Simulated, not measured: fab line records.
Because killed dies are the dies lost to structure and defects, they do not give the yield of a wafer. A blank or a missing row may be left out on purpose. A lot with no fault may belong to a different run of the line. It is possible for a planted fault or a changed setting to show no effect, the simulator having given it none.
Which tool is to blame? -- flow rit-cmos -- 7 lots with 21 wafers sampled at 2 steps, on a route of 202 steps

== WHAT THE GAUGES READ, wafer by wafer ==
RIT_NRETRO_OVL_MEAS_06.
lot,measured,on,NRETRO_OVL (nm)
L572,day 2 10:11,overlay-02,1.2 -0.4 1.2
L576,day 3 06:35,overlay-02,-1.8 -0.5 1.2
L579,day 3 21:59,overlay-02,1.6 1.4 0.4
L581,day 4 07:07,overlay-02,3.0 1.0 1.1
L587,day 5 14:25,overlay-02,-0.2 -0.5 1.7
L589,day 5 23:57,overlay-01,2.9 -0.7 1.8
L592,day 6 15:26,overlay-02,-178.1 -179.9 -179.3

== WHAT TOOL EACH LOT RAN ON (gives the tool, then ch and the chambers of the sampled wafers, and finally the start) ==
lot,RIT_NRETRO_EXPOSE_03
L572,"iline-stepper-02 ch 0, day 2 09:41"
L576,"iline-stepper-02 ch 0, day 3 06:11"
L579,"iline-stepper-02 ch 0, day 3 21:33"
L581,"iline-stepper-02 ch 0, day 4 06:43"
L587,"iline-stepper-01 ch 0, day 5 14:01"
L589,"iline-stepper-02 ch 0, day 5 23:33"
L592,"iline-stepper-01 ch 0, day 6 15:01"
- RIT_NRETRO_EXPOSE_03: exposes mask M4, target cd 43900 nm.

== THE ANSWER, worked out from the rows above alone ==
Rule: usual is defined by the lots themselves. Put in order of their means at a reading, lots are off if they are a third of the lots or fewer, leave a main group of 4 or more, and stand apart from it by a gap of 3 or more times the standard deviation of the main group's means; of several such gaps the widest counts. Not used: any main group whose means are identical at the precision the tables above print for the reading. A lot without any number at a reading at which 4 lots or more have one is off too. Any other lot the step has rows for is counted as sound.
Off: at RIT_NRETRO_OVL_MEAS_06 (NRETRO_OVL), L592. The main group: mean 0.8 nm, standard deviation 0.68.
A tool fits if, at a process step before that reading, it ran every lot that is off, and no sound lot after the first of them. Those tools and the gauges at RIT_NRETRO_OVL_MEAS_06 are tried in the same way. This does not decide it: 2 tools fit, namely iline-stepper-01 at RIT_NRETRO_EXPOSE_03 and overlay-02 at RIT_NRETRO_OVL_MEAS_06.

== WHAT THE SIMULATOR HAD PUT IN ==
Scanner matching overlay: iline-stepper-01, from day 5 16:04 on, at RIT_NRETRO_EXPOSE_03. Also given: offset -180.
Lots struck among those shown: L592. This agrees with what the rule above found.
